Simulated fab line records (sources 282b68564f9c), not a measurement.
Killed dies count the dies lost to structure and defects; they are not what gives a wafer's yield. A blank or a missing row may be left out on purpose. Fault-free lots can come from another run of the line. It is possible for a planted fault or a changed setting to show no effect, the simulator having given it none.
What tool caused it? | flow ritCmos | 13 lots, 39 wafers sampled, at 3 steps of a route of 202

== WHAT THE GAUGES SHOWED, per wafer ==
RIT_M1_RS_MEAS_01: measures by four-point-probe.
lot  | measured    | on           | M1_AL_RS (ohm/sq)
L185 | day 3 05:37 | filmMetro-02 | 0.0739 0.0738 0.0736
L186 | day 3 12:01 | filmMetro-03 | 0.0746 0.0739 0.0740
L187 | day 3 15:43 | filmMetro-02 | 0.0745 0.0738 0.0732
L188 | day 3 19:49 | filmMetro-04 | 0.0738 0.0732 0.0733
L189 | day 4 02:34 | filmMetro-03 | 0.1916 0.0727 0.0718
L190 | day 4 11:08 | filmMetro-03 | 0.0747 0.0742 0.0745
L198 | day 5 23:53 | filmMetro-04 | 0.0740 0.0746 0.0745
L199 | day 6 08:41 | filmMetro-03 | 0.0756 0.0745 0.0749
L202 | day 6 23:29 | filmMetro-04 | 0.0747 0.0738 0.0740
L203 | day 7 03:01 | filmMetro-02 | 0.0729 0.0728 0.0724
L204 | day 7 06:56 | filmMetro-04 | 0.0742 0.0746 0.0740
L206 | day 7 17:17 | filmMetro-03 | 0.0733 0.0730 0.0736
L207 | day 7 23:39 | filmMetro-03 | 0.0743 0.0745 0.0740

RIT_M1_THK_MEAS_02: measures by xrf.
lot  | measured    | on           | M1_AL_THK (nm)
L185 | day 3 05:43 | filmMetro-02 | 392 392 395
L186 | day 3 12:08 | filmMetro-03 | 389 395 394
L187 | day 3 15:50 | filmMetro-02 | 389 394 396
L188 | day 3 19:56 | filmMetro-04 | 393 397 394
L189 | day 4 02:41 | filmMetro-03 | 159 402 406
L190 | day 4 11:16 | filmMetro-03 | 392 393 392
L198 | day 5 23:59 | filmMetro-04 | 387 387 387
L199 | day 6 08:48 | filmMetro-03 | 388 392 390
L202 | day 6 23:36 | filmMetro-04 | 384 392 390
L203 | day 7 03:08 | filmMetro-02 | 395 398 399
L204 | day 7 07:03 | filmMetro-04 | 390 388 389
L206 | day 7 17:23 | filmMetro-03 | 399 399 395
L207 | day 7 23:46 | filmMetro-03 | 391 388 393

== EACH LOT AND THE TOOL THAT RAN IT (in order: tool; ch and the chambers of the sampled wafers; start) ==
lot  | RIT_M1_SPUTTER_00
L185 | pvdSputter-03, day 3 05:16
L186 | pvdSputter-02, day 3 11:43
L187 | pvdSputter-03, day 3 15:25
L188 | pvdSputter-02, day 3 19:32
L189 | pvdSputter-03, day 4 02:16
L190 | pvdSputter-02, day 4 10:50
L198 | pvdSputter-02, day 5 23:34
L199 | pvdSputter-01, day 6 08:23
L202 | pvdSputter-02, day 6 23:11
L203 | pvdSputter-01, day 7 02:43
L204 | pvdSputter-02, day 7 06:38
L206 | pvdSputter-03, day 7 16:58
L207 | pvdSputter-02, day 7 23:22
- RIT_M1_SPUTTER_00: material Al, target thk 400 nm, time 500 s.

== AS READ BY THE TOOLS THEMSELVES (means over the sampled wafers that have a number; for cases with no such wafer, the mark the record gives instead) ==
RIT_M1_SPUTTER_00.
lot  | tool          | cathodeDcPowerW (W) | substrateTempC (C) | throttleValvePct (%)
L185 | pvdSputter-03 | 2000.1              | 24.93              | 30.6
L186 | pvdSputter-02 | 2000.2              | 24.99              | 29.2
L187 | pvdSputter-03 | 2000.0              | 24.99              | 31.0
L188 | pvdSputter-02 | 2000.0              | 25.06              | 30.0
L189 | pvdSputter-03 | 1601.7              | 25.02              | 30.9
L190 | pvdSputter-02 | 2000.1              | 24.99              | 30.7
L198 | pvdSputter-02 | 1999.9              | 24.99              | 29.3
L199 | pvdSputter-01 | 1999.9              | 24.91              | 29.5
L202 | pvdSputter-02 | 2000.3              | 25.08              | 30.1
L203 | pvdSputter-01 | 2000.0              | 24.97              | 30.4
L204 | pvdSputter-02 | 1999.6              | 25.07              | 30.0
L206 | pvdSputter-03 | 2000.0              | 25.12              | 30.9
L207 | pvdSputter-02 | 1999.9              | 25.06              | 28.7

== THE ANSWER, worked out from the rows above alone ==
Rule: the usual values come from the lots themselves. Put in order of their means at a reading, lots are off if they are a third of the lots or fewer, leave a main group of 4 or more, and stand apart from it by a gap of 3 or more times the standard deviation of the main group's means; of several such gaps the widest counts. A main group whose means are all the same, to the digits that the tables above print for the reading, isn't used. Also off: a lot with no number at a reading for which 4 or more lots have one. Where the step has rows for the other lots, those lots are counted as sound. First the gauges in route order, then the tools' own readings, where a lot's mean is used as printed above. The first step at which some lot is off is used, and at that step the reading that is off furthest; a lot without a number counts as furthest.
Off: at RIT_M1_RS_MEAS_01 (M1_AL_RS), L189. For the main group the mean is 0.0740 ohm/sq and the standard deviation 0.00059.
If a tool, at a process step before that reading, ran all the lots that are off and no sound lot after the first of them, it fits. Not tried: the gauges at RIT_M1_RS_MEAS_01; whatever is off there is also off at RIT_M1_SPUTTER_00, on other tools, and gauge error can't account for it. None of those tried fits.

== WHAT THE SIMULATOR HAD PUT IN ==
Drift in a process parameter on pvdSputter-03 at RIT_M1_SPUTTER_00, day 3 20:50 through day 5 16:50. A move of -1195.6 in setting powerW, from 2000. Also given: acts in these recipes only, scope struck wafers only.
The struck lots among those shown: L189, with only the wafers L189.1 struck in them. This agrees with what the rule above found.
